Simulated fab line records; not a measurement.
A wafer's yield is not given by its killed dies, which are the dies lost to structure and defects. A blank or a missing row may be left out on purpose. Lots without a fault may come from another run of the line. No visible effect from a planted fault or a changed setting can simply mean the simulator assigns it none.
2 desks, one fault + flow berkeleyCmos170 + every desk sees just its own numbers, and what lay behind them comes last

## METROLOGY DESK
Lot by lot, what the gauges showed, no matter which tool ran the lot: averages of those sampled wafers that carry a number. A lot is out of limits, marked OUT, if its mean lies more than 4 standard deviations from the usual mean; the brackets give that distance.
Columns: A = ACTIVE_OXIDE_THK at UCB170_ACTIVE_THK_MEAS_03, usual 26.6 nm; B = SCREENOX_OXIDE_THK at UCB170_SCREENOX_THK_MEAS_02, usual 14.44 nm
| lot  | first seen here | A    | B     |
|------|-----------------|------|-------|
| L558 | day 3 19:40     | 26.4 | 14.42 |
| L559 | day 4 02:56     | 26.4 | 13.96 |
| L560 | day 4 15:49     | 26.3 | 13.97 |
| L561 | day 4 23:02     | 26.5 | 14.38 |
| L563 | day 5 03:50     | 26.8 | 14.22 |
| L562 | day 5 03:51     | 27.0 | 14.33 |
| L566 | day 5 20:02     | 27.3 | 14.56 |
| L569 | day 6 09:07     | 26.6 | 14.89 |
| L571 | day 6 20:47     | 26.5 | 14.10 |
| L574 | day 7 13:36     | 27.3 | 14.50 |
| L576 | day 7 20:49     | 26.3 | 14.46 |
| L578 | day 7 20:50     | 27.0 | 14.77 |
| L580 | day 8 17:34     | 26.6 | 15.10 |
| L581 | day 8 17:37     | 26.5 | 14.15 |
This desk found nothing out of limits on any of the 14 lots.

## THE TOOL OWNER'S DESK: rieDiel-04
The tool's own readings at UCB170_ACTIVE_ETCH_15 (etches Si3N4 in CH3F/Ar/O2, stops on SiO2, target depth 242 nm, time 151 s): means of the sampled wafers that have a number, for each lot that ran on this tool. A lot is out of limits, marked OUT, if its mean lies more than 4 standard deviations from the usual mean; the brackets give that distance.
Columns: A = drypumpMotorCurrentA at UCB170_ACTIVE_ETCH_15, usual 5.7 A; B = oesProductAu at UCB170_ACTIVE_ETCH_15, usual 0.939 a.u.; C = throttleValvePct at UCB170_ACTIVE_ETCH_15, usual 8.03 %
| lot  | first seen here | A   | B     | C    |
|------|-----------------|-----|-------|------|
| L559 | day 4 11:40     | 5.6 | 0.938 | 8.01 |
| L560 | day 5 00:41     | 5.8 | 0.951 | 8.05 |
| L563 | day 5 13:48     | 5.7 | 0.936 | 8.05 |
| L566 | day 6 04:04     | 5.5 | 0.941 | 8.07 |
| L569 | day 6 16:08     | 5.6 | 0.919 | 8.05 |
This desk found nothing out of limits on any of the 5 lots.

## ALL TOGETHER
At the metrology desk, nothing out of limits was observed.
The tool owner's desk saw nothing out of limits.

## WHAT HAD BEEN PUT IN BY THE SIMULATOR
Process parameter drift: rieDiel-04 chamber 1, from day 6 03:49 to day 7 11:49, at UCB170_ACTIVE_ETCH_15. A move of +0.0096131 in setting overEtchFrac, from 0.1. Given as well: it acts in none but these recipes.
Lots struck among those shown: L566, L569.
